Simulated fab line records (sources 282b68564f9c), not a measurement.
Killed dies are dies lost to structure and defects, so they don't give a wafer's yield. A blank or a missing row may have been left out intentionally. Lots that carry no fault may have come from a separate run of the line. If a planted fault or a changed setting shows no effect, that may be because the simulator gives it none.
fab line records -- flow rit_cmos
[record] lots = 5, wafers = 15, last_day = 7
route steps=202 shown PSD@150 SDANNEAL@153 NSD@158 PLDD@159 NLDD@160 SILICIDE@161 M1@202
lots that met no fault: taken from a fault-free run of the same line
start_h: start of the lot's first displayed wafer, in hours after the record's first day -- wait_h: hours elapsed since this lot's preceding step -- " unchanged from the row above -- L1.1+2: several wafers, shown together as one row -- - no value, or no start given -- * or withheld: withheld -- < > ~ a bound
route shown NAME@n: a module of which the file shows steps, and the number in the route of the first -- usual: the fault-free wafers' mean and standard deviation -- same: alike in all rows -- chamber/n: place in a boat -- sites: the reading at each site -- _std_site: their standard deviation -- _edge_site: mean of outer sites minus mean of inner sites -- radius_mm: for every site, how far away it sits from the centre of the wafer -- mask NAME#n: copy n -- behind: the most recent tool/chamber to have shaped the wafer -- hold: the reason the lot was held/the length of the hold in hours/how it ended -- device: the transistor (n, p or np) that didn't switch -- end of line: at the end of the route, the tests of the same wafers -- step lacking rows: just its recipe -- killed: dies that structure and defects cost at the first sort, which is not the same as the wafer's yield -- map: a wafer's dies, marking killed ones x, the rest . and places with no die _
set.NAME: the setting as run; set.NAME@STEP: as run at that earlier step -- model.NAME: the simulator's own value behind a step, which no gauge read
lots seen at some steps along the route; tables by step, rows by wafer
services: a tool's chamber out of use, with start hour (start_h, from the record's first day; less than 0 if before it), hours out, and reason
[[steps]]
[step RIT_PSD_IMPLANT_08]
[recipe] species = BF2, energy_kev = 27, dose_cm2 = 5e+15, tilt_deg = 7
[step RIT_PSD_STRIP_09]
[recipe] chemistry = O2, time_s = 180, resist = NOVOLAK, platen_temp_c = withheld, power_w = 500, pressure_mtorr = 4000, o2_flow_sccm = 4000
[usual] drypump_motor_current_A = 5.56/0.27
[same] time_s = 180
lot.wafer,tool,chamber,start_h,wait_h,drypump_motor_current_A,rf_hours_counter_h
L780.1,plasma_asher-03,0,112.88,0.1,5.65,40
L780.2,plasma_asher-03,1,112.88,0.1,5.57,40
L780.3,plasma_asher-03,0,112.88,0.1,5.67,-
L785.3,plasma_asher-03,1,127.31,0.1,5.56,-
L785.4,plasma_asher-03,0,127.31,0.1,5.66,-
L785.5,plasma_asher-03,1,127.31,0.1,5.55,-
L791.1,plasma_asher-01,1,146.57,0.1,5.02,37
L791.4,plasma_asher-01,0,146.57,0.1,5.98,-
L791.5,plasma_asher-01,1,146.57,0.1,5.02,-
L796.2,plasma_asher-01,1,160.53,0.1,5.04,38
L796.4,plasma_asher-01,1,160.53,0.1,5.02,-
L796.5,plasma_asher-01,0,160.53,0.1,5.92,-
L797.1,plasma_asher-04,0,166.79,0.1,5.36,54
L797.2,plasma_asher-04,1,166.79,0.1,5.71,54
L797.4,plasma_asher-04,1,166.79,0.1,5.69,-
[step RIT_PSD_TW_MEAS_10]
[usual] PSD_TW = 3446/19
lot.wafer,tool,chamber,start_h,wait_h,PSD_TW
L780.1,film_metro-03,-,113.06,0.1,3476
L780.2,film_metro-03,-,113.06,0.1,3467
L780.3,film_metro-03,-,113.06,0.1,3452
L785.3,film_metro-02,-,127.45,0.1,3430
L785.4,film_metro-02,-,127.45,0.1,3446
L785.5,film_metro-02,-,127.45,0.1,3436
L791.1,film_metro-03,-,146.74,0.1,3447
L791.4,film_metro-03,-,146.74,0.1,3440
L791.5,film_metro-03,-,146.74,0.1,3424
L796.2,film_metro-02,-,160.71,0.1,3450
L796.4,film_metro-02,-,160.71,0.1,3429
L796.5,film_metro-02,-,160.71,0.1,3448
L797.1,film_metro-02,-,166.96,0.1,3451
L797.2,film_metro-02,-,166.96,0.1,3478
L797.4,film_metro-02,-,166.96,0.1,3464
[step RIT_SDANNEAL_CLEAN_00]
[recipe] chemistry = SC1, mix = 3:3:50, time_s = 600, temp_c = 75
[step RIT_SDANNEAL_CLEAN_01]
[recipe] chemistry = dHF, dilution = 50:1, time_s = 30
[step RIT_SDANNEAL_CLEAN_02]
[recipe] chemistry = SC2, mix = 3:3:50, time_s = 600, temp_c = 75, dry = n2_spin
[step RIT_SDANNEAL_RTA_03]
[recipe] temp_c = 1050, time_s = 5, idle_temp_c = 600, ramp_up_c_per_s = 342, ramp_down_c_per_s = 171, cool_to_c = 600, ambient = N2
[usual] wafer_temp_C_max = 1053.5/1.1
[same] time_s = 5
lot.wafer,tool,chamber,start_h,wait_h,wafer_temp_C_max
L780.1,rtp_anneal-02,0,113.97,0.0,1053.3
L780.2,rtp_anneal-02,0,113.97,0.0,1052.9
L780.3,rtp_anneal-02,0,113.97,0.0,1054.2
L785.3,rtp_anneal-01,0,128.07,0.0,1053.5
L785.4,rtp_anneal-01,0,128.07,0.0,1052.6
L785.5,rtp_anneal-01,0,128.07,0.0,1053.7
L791.1,rtp_anneal-01,0,147.17,0.0,1052.8
L791.4,rtp_anneal-01,0,147.17,0.0,1056.2
L791.5,rtp_anneal-01,0,147.17,0.0,1053.7
L796.2,rtp_anneal-02,0,161.14,0.0,1051.9
L796.4,rtp_anneal-02,0,161.14,0.0,1055.3
L796.5,rtp_anneal-02,0,161.14,0.0,1053.1
L797.1,rtp_anneal-01,0,167.39,0.0,1054.2
L797.2,rtp_anneal-01,0,167.39,0.0,1052.5
L797.4,rtp_anneal-01,0,167.39,0.0,1052.5
[step RIT_SDANNEAL_RS_MEAS_04]
[recipe] thk_meas_gauge = four-point-probe
[usual] PSD_RS = 115.8/0.31
lot.wafer,tool,chamber,start_h,wait_h,PSD_RS[ohm/sq]
L780.1,film_metro-02,-,114.03,0.0,115.7
L780.2,film_metro-02,-,114.03,0.0,115.8
L780.3,film_metro-02,-,114.03,0.0,115.7
L785.3,film_metro-03,-,128.15,0.1,115.5
L785.4,film_metro-03,-,128.15,0.1,115.8
L785.5,film_metro-03,-,128.15,0.1,115.5
L791.1,film_metro-02,-,147.23,0.0,115.9
L791.4,film_metro-02,-,147.23,0.0,116.0
L791.5,film_metro-02,-,147.23,0.0,116.1
L796.2,film_metro-03,-,161.21,0.1,116.3
L796.4,film_metro-03,-,161.21,0.1,116.4
L796.5,film_metro-03,-,161.21,0.1,115.9
L797.1,film_metro-03,-,167.45,0.0,116.0
L797.2,film_metro-03,-,167.45,0.0,115.7
L797.4,film_metro-03,-,167.45,0.0,115.5
[step RIT_SDANNEAL_RS_MEAS_05]
[recipe] thk_meas_gauge = four-point-probe
[usual] NSD_RS = 84.54/0.26
lot.wafer,tool,chamber,start_h,wait_h,NSD_RS[ohm/sq]
L780.1,film_metro-02,-,114.15,0.1,84.71
L780.2,film_metro-02,-,114.15,0.1,84.47
L780.3,film_metro-02,-,114.15,0.1,84.68
L785.3,film_metro-03,-,128.27,0.1,84.50
L785.4,film_metro-03,-,128.27,0.1,84.40
L785.5,film_metro-03,-,128.27,0.1,84.29
L791.1,film_metro-02,-,147.35,0.1,85.06
L791.4,film_metro-02,-,147.35,0.1,84.70
L791.5,film_metro-02,-,147.35,0.1,84.86
L796.2,film_metro-03,-,161.33,0.1,84.70
L796.4,film_metro-03,-,161.33,0.1,84.38
L796.5,film_metro-03,-,161.33,0.1,84.43
L797.1,film_metro-03,-,167.57,0.1,84.66
L797.2,film_metro-03,-,167.57,0.1,84.72
L797.4,film_metro-03,-,167.57,0.1,84.70
[step RIT_SDANNEAL_RS_MEAS_06]
[recipe] thk_meas_gauge = four-point-probe
[usual] PLDD_RS = 178.6/0.5
lot.wafer,tool,chamber,start_h,wait_h,PLDD_RS[ohm/sq]
L780.1,film_metro-02,-,114.27,0.1,178.6
L780.2,film_metro-02,-,114.27,0.1,179.0
L780.3,film_metro-02,-,114.27,0.1,178.9
L785.3,film_metro-03,-,128.39,0.1,178.4
L785.4,film_metro-03,-,128.39,0.1,177.9
L785.5,film_metro-03,-,128.39,0.1,177.9
L791.1,film_metro-02,-,147.47,0.1,179.3
L791.4,film_metro-02,-,147.47,0.1,178.9
L791.5,film_metro-02,-,147.47,0.1,179.0
L796.2,film_metro-03,-,161.45,0.1,178.6
L796.4,film_metro-03,-,161.45,0.1,178.9
L796.5,film_metro-03,-,161.45,0.1,178.1
L797.1,film_metro-03,-,167.69,0.1,179.3
L797.2,film_metro-03,-,167.69,0.1,179.1
L797.4,film_metro-03,-,167.69,0.1,178.6
[step RIT_SDANNEAL_RS_MEAS_07]
[recipe] thk_meas_gauge = four-point-probe
[usual] NLDD_RS = 151.6/0.53
lot.wafer,tool,chamber,start_h,wait_h,NLDD_RS[ohm/sq]
L780.1,film_metro-02,-,114.39,0.1,151.7
L780.2,film_metro-02,-,114.39,0.1,151.8
L780.3,film_metro-02,-,114.39,0.1,151.6
L785.3,film_metro-03,-,128.51,0.1,151.3
L785.4,film_metro-03,-,128.51,0.1,151.2
L785.5,film_metro-03,-,128.51,0.1,151.4
L791.1,film_metro-02,-,147.59,0.1,151.9
L791.4,film_metro-02,-,147.59,0.1,151.7
L791.5,film_metro-02,-,147.59,0.1,151.5
L796.2,film_metro-03,-,161.57,0.1,151.5
L796.4,film_metro-03,-,161.57,0.1,152.2
L796.5,film_metro-03,-,161.57,0.1,151.9
L797.1,film_metro-03,-,167.81,0.1,151.1
L797.2,film_metro-03,-,167.81,0.1,151.2
L797.4,film_metro-03,-,167.81,0.1,151.4
[step RIT_SILICIDE_WET_ETCH_00]
[recipe] chemistry = BOE, target = SiO2, target_depth_nm = 14, time_s = 15, dry = n2_spin, dilution = 10:1, temp_c = 21.5
[step RIT_SILICIDE_SPUTTER_01]
[recipe] material = Ti, target_thk_nm = 30, power_w = 350, chamber_pressure_pa = 0.667, gas = Ar, time_s = 240, substrate_temp_c = 25
[usual] chamber_pressure_pa = 0.6670/0.0014, throttle_valve_pct = 29.9/1.4
[same] time_s = 240
lot.wafer,tool,chamber,start_h,wait_h,chamber_pressure_pa,throttle_valve_pct
L780.1,pvd_sputter-04,-,114.52,0.0,0.6695,29.9
L780.2,pvd_sputter-04,-,114.52,0.0,0.6673,31.0
L780.3,pvd_sputter-04,-,114.52,0.0,0.6653,28.6
L785.3,pvd_sputter-01,-,128.60,0.0,0.6679,28.8
L785.4,pvd_sputter-01,-,128.60,0.0,0.6662,28.1
L785.5,pvd_sputter-01,-,128.60,0.0,0.6664,32.3
L791.1,pvd_sputter-04,-,147.72,0.0,0.6663,31.2
L791.4,pvd_sputter-04,-,147.72,0.0,0.7222,27.2
L791.5,pvd_sputter-04,-,147.72,0.0,0.6651,30.9
L796.2,pvd_sputter-02,-,161.68,0.0,0.6674,30.2
L796.4,pvd_sputter-02,-,161.68,0.0,0.6682,31.3
L796.5,pvd_sputter-02,-,161.68,0.0,0.6660,30.4
L797.1,pvd_sputter-01,-,167.94,0.0,0.6665,29.2
L797.2,pvd_sputter-01,-,167.94,0.0,0.6669,28.5
L797.4,pvd_sputter-01,-,167.94,0.0,0.6699,32.6
[step RIT_SILICIDE_RS_MEAS_02]
[recipe] thk_meas_gauge = four-point-probe, reads = Ti_of_SILICIDE_SPUTTER_01
[usual] SILICIDE_TI_RS = 47.8/0.93
lot.wafer,tool,chamber,start_h,wait_h,SILICIDE_TI_RS[ohm/sq]
L780.1,film_metro-04,-,114.67,0.1,49.9
L780.2,film_metro-04,-,114.67,0.1,48.8
L780.3,film_metro-04,-,114.67,0.1,47.9
L785.3,film_metro-04,-,128.79,0.1,48.6
L785.4,film_metro-04,-,128.79,0.1,48.6
L785.5,film_metro-04,-,128.79,0.1,47.1
L791.1,film_metro-03,-,147.87,0.1,47.9
L791.4,film_metro-03,-,147.87,0.1,58.1
L791.5,film_metro-03,-,147.87,0.1,48.0
L796.2,film_metro-04,-,161.85,0.1,46.9
L796.4,film_metro-04,-,161.85,0.1,47.8
L796.5,film_metro-04,-,161.85,0.1,46.8
L797.1,film_metro-04,-,168.09,0.1,47.7
L797.2,film_metro-04,-,168.09,0.1,47.4
L797.4,film_metro-04,-,168.09,0.1,45.9
[step RIT_SILICIDE_THK_MEAS_03]
[recipe] thk_meas_gauge = xrf, reads = Ti_of_SILICIDE_SPUTTER_01
[usual] SILICIDE_TI_THK = 30.0/0.48
lot.wafer,tool,chamber,start_h,wait_h,SILICIDE_TI_THK[nm]
L780.1,film_metro-04,-,114.79,0.1,28.9
L780.2,film_metro-04,-,114.79,0.1,29.4
L780.3,film_metro-04,-,114.79,0.1,29.9
L785.3,film_metro-04,-,128.89,0.1,29.5
L785.4,film_metro-04,-,128.89,0.1,29.5
L785.5,film_metro-04,-,128.89,0.1,30.3
L791.1,film_metro-03,-,147.99,0.1,29.8
L791.4,film_metro-03,-,147.99,0.1,29.0
L791.5,film_metro-03,-,147.99,0.1,30.0
L796.2,film_metro-04,-,161.96,0.1,30.6
L796.4,film_metro-04,-,161.96,0.1,30.0
L796.5,film_metro-04,-,161.96,0.1,30.5
L797.1,film_metro-04,-,168.21,0.1,30.0
L797.2,film_metro-04,-,168.21,0.1,30.3
L797.4,film_metro-04,-,168.21,0.1,30.9
[step RIT_M1_PROBE_99]
[usual] killed_at_contacts = 0.1/0.25, killed_at_front_end = 7/3.1, killed_dies = 7/3.2, killed_open = 3.3/2, killed_short = 3.5/2
[same] gross_dies = 264, killed_at_M0_to_M3 = 0, killed_at_M4_up = 0, killed_at_back_side = 0, killed_at_other = 0
lot.wafer,tool,chamber,start_h,wait_h,killed_at_contacts,killed_at_front_end,killed_dies,killed_open,killed_short
L780.1,prober-02,-,128.26,0.1,0,5,5,3,2
L780.2,prober-02,-,128.31,0.1,0,3,3,2,1
L780.3,prober-02,-,128.36,0.2,0,6,6,4,2
L785.3,prober-01,-,136.04,0.2,0,12,12,5,7
L785.4,prober-01,-,136.09,0.2,0,13,13,5,8
L785.5,prober-01,-,136.14,0.2,1,8,9,5,4
L791.1,prober-01,-,154.73,0.1,0,6,6,2,4
L791.4,prober-01,-,154.88,0.2,0,5,5,3,2
L791.5,prober-01,-,154.93,0.2,0,7,7,2,5
L796.2,prober-02,-,168.89,0.1,0,2,2,1,1
L796.4,prober-02,-,168.99,0.2,0,4,4,2,2
L796.5,prober-02,-,169.04,0.2,1,6,7,1,6
L797.1,prober-01,-,174.70,0.1,0,2,2,1,1
L797.2,prober-01,-,174.75,0.1,0,6,6,3,3
L797.4,prober-01,-,174.85,0.2,0,6,6,5,1
// killed by level:class
L780.1 SPACER:geometric_particle:short=2 FOX1:geometric_particle:open=1 FOX2:geometric_particle:open=1 SPACER:geometric_particle:open=1
L780.2 SILICIDE:geometric_particle:open=2 GATE:geometric_particle:short=1
L780.3 FOX1:geometric_particle:open=2 FOX1:geometric_particle:short=2 GATE:geometric_particle:open=1 SILICIDE:geometric_particle:open=1
L785.3 FOX1:geometric_particle:short=3 FOX2:geometric_particle:open=2 FOX2:geometric_particle:short=2 GATE:geometric_particle:short=2 GATE:geometric_particle:open=1 SPACER:geometric_particle:open=1 SILICIDE:geometric_particle:open=1
L785.4 GATE:geometric_particle:short=3 FOX1:geometric_particle:short=2 GATE:geometric_particle:open=2 REOX:geometric_particle:short=2 FOX1:geometric_particle:open=1 REOX:geometric_particle:open=1 SPACER:geometric_particle:open=1 SPACER:geometric_particle:short=1
L785.5 SILICIDE:geometric_particle:open=3 FOX1:geometric_particle:short=2 FOX1:geometric_particle:open=1 GATE:geometric_particle:open=1 GATE:geometric_particle:short=1 CONTACT:geometric_particle:short=1
L791.1 GATE:geometric_particle:short=2 GATE:geometric_particle:open=2 REOX:geometric_particle:short=1 FOX1:geometric_particle:short=1
L791.4 GATE:geometric_particle:open=2 FOX1:geometric_particle:short=1 REOX:geometric_particle:open=1 SILICIDE:geometric_particle:short=1
L791.5 GATE:geometric_particle:short=3 FOX1:geometric_particle:short=1 FOX2:geometric_particle:open=1 SPACER:geometric_particle:open=1 SPACER:geometric_particle:short=1
L796.2 SILICIDE:geometric_particle:short=1 SILICIDE:geometric_particle:open=1
L796.4 GATE:geometric_particle:short=2 GATE:geometric_particle:open=1 SILICIDE:geometric_particle:open=1
L796.5 SILICIDE:geometric_particle:short=3 GATE:geometric_particle:short=1 REOX:geometric_particle:open=1 REOX:geometric_particle:short=1 CONTACT:geometric_particle:short=1
L797.1 FOX2:geometric_particle:open=1 GATE:geometric_particle:short=1
L797.2 SILICIDE:geometric_particle:short=2 GATE:geometric_particle:short=1 REOX:geometric_particle:open=1 SPACER:geometric_particle:open=1 SILICIDE:geometric_particle:open=1
L797.4 GATE:geometric_particle:open=3 SILICIDE:geometric_particle:open=2 GATE:geometric_particle:short=1
[[services]]
tool,chamber,start_h,hours,kind
pvd_sputter-02,-,102.47,2.1,repair
pvd_sputter-02,-,112.11,2.4,repair
plasma_asher-01,-,112.30,2.8,pm
plasma_asher-03,-,130.17,3.4,repair
pvd_sputter-01,-,130.93,2.0,repair
pvd_sputter-01,-,133.63,0.8,repair
[[key]]
[first_sign] step = RIT_SILICIDE_SPUTTER_01, reading = chamber_pressure_pa, direction = up, sigmas = 40, usual = 0.6670, struck = 0.7222
[effect] step = RIT_SILICIDE_RS_MEAS_02, reading = SILICIDE_TI_RS, direction = up, sigmas = 11, usual = 47.8, struck = 58.1
met_at RIT_SILICIDE_SPUTTER_01
struck_wafers L791.4
tester_left_out L791
onset_between 114.52 147.72
[fault] kind = process_parameter_drift, tool = pvd_sputter-04, chamber = -, onset_h = 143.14, steps = RIT_SILICIDE_SPUTTER_01, channel = chamber_pressure_pa, offset = 0.054986, shape = step, end_h = 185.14, acts_in = these_recipes_only, stated = 0.667, scope = struck_wafers_only
// tester_left_out: of these lots the tester's yield and bins aren't shown, on N5 and GAA mostly nor the transistor test; their killed dies are dies lost to structure and defects alone, not to doping, threshold or leakage, so they don't give the yield
